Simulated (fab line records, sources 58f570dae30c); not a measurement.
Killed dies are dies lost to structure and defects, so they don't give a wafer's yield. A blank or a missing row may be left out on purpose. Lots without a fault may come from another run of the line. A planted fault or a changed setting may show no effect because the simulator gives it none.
Which tool did it? | flow berkeley_cmos170 | 14 lots, 42 wafers sampled, at 2 steps of a route of 331

WHAT THE GAUGES READ, wafer by wafer
UCB170_V1_CD_MEAS_12: target cd 700 nm. Usual: cd_nm 700.0 nm, standard deviation 1.3.
lot  | measured     | on        | cd_nm (nm)        | flag
L611 | day 8 14:18  | cd_sem-01 | 698.1 699.7 700.3 |
L614 | day 9 09:34  | cd_sem-01 | 700.1 701.4 700.5 |
L615 | day 9 17:58  | cd_sem-01 | 700.5 700.6 700.1 |
L616 | day 9 19:44  | cd_sem-02 | 698.4 698.4 699.2 |
L617 | day 10 00:32 | cd_sem-02 | 699.1 699.9 700.6 |
L618 | day 10 02:00 | cd_sem-01 | 701.5 703.2 701.9 |
L622 | day 11 01:17 | cd_sem-01 | 700.4 700.8 701.1 |
L625 | day 11 08:38 | cd_sem-01 | 698.8 698.6 698.8 |
L624 | day 11 10:22 | cd_sem-02 | 701.2 702.1 700.5 |
L629 | day 16 05:13 | cd_sem-02 | 702.1 700.8 700.2 |
L628 | day 16 05:47 | cd_sem-02 | 700.8 702.0 701.7 |
L633 | day 16 05:59 | cd_sem-02 | 699.0 699.1 699.2 |
L631 | day 16 06:20 | cd_sem-02 | 700.6 700.4 700.6 |
L630 | day 16 06:41 | cd_sem-02 | 699.3 700.4 700.5 |

UCB170_V2_THK_MEAS_04. Usual: V2_POLISHED_THK 999.9 nm, standard deviation 0.92.
lot  | measured     | on            | V2_POLISHED_THK (nm) | flag
L611 | day 8 19:02  | film_metro-04 | 999.8 999.8 999.6    |
L614 | day 9 13:50  | film_metro-04 | 999.3 999.8 999.6    |
L615 | day 9 21:53  | film_metro-04 | 999.6 999.5 1000.0   |
L616 | day 9 23:38  | film_metro-04 | 998.1 998.3 999.3    |
L617 | day 10 05:06 | film_metro-04 | 1000.8 1000.8 1001.1 |
L618 | day 10 06:40 | film_metro-03 | 1000.3 1001.5 999.5  |
L622 | day 11 05:32 | film_metro-04 | 998.9 1000.0 1000.4  |
L625 | day 11 13:56 | film_metro-03 | 1001.5 1000.8 1001.5 |
L624 | day 11 16:01 | film_metro-02 | 1001.4 999.4 1001.1  |
L629 | day 16 12:23 | film_metro-02 | 999.1 998.7 1001.2   |
L628 | day 16 13:43 | film_metro-04 | 998.4 998.9 998.9    |
L633 | day 16 13:59 | film_metro-03 | 999.1 998.3 999.9    |
L631 | day 16 14:37 | film_metro-02 | 999.8 998.9 999.9    |
L630 | day 16 16:41 | film_metro-03 | 1000.7 999.4 999.9   |

WHICH TOOL RAN EACH LOT (tool, then ch and the chambers of the sampled wafers, then the start)
The record holds no process step before these readings.

WHAT THE TOOLS THEMSELVES READ (means of the sampled wafers that have a number; where no wafer has one, the mark that the record gives instead)
The record holds no such reading with a usual standard deviation.

THE ANSWER, worked out from the rows above alone
Rule: a lot is off if the mean of its wafers that have a number lies more than 3 standard deviations from the usual mean. A lot without any number at a reading at which 4 lots or more have one is off too. The other lots that the step has rows for count as sound. The gauges are gone through in route order, then the tools' own readings, and for those a lot's mean is taken as printed above. The first step at which some lot is off is used, and at that step the reading that is off furthest; a lot without a number counts as furthest.
No lot is off at any reading shown: from this, nothing can be told.

WHAT THE SIMULATOR HAD PUT IN
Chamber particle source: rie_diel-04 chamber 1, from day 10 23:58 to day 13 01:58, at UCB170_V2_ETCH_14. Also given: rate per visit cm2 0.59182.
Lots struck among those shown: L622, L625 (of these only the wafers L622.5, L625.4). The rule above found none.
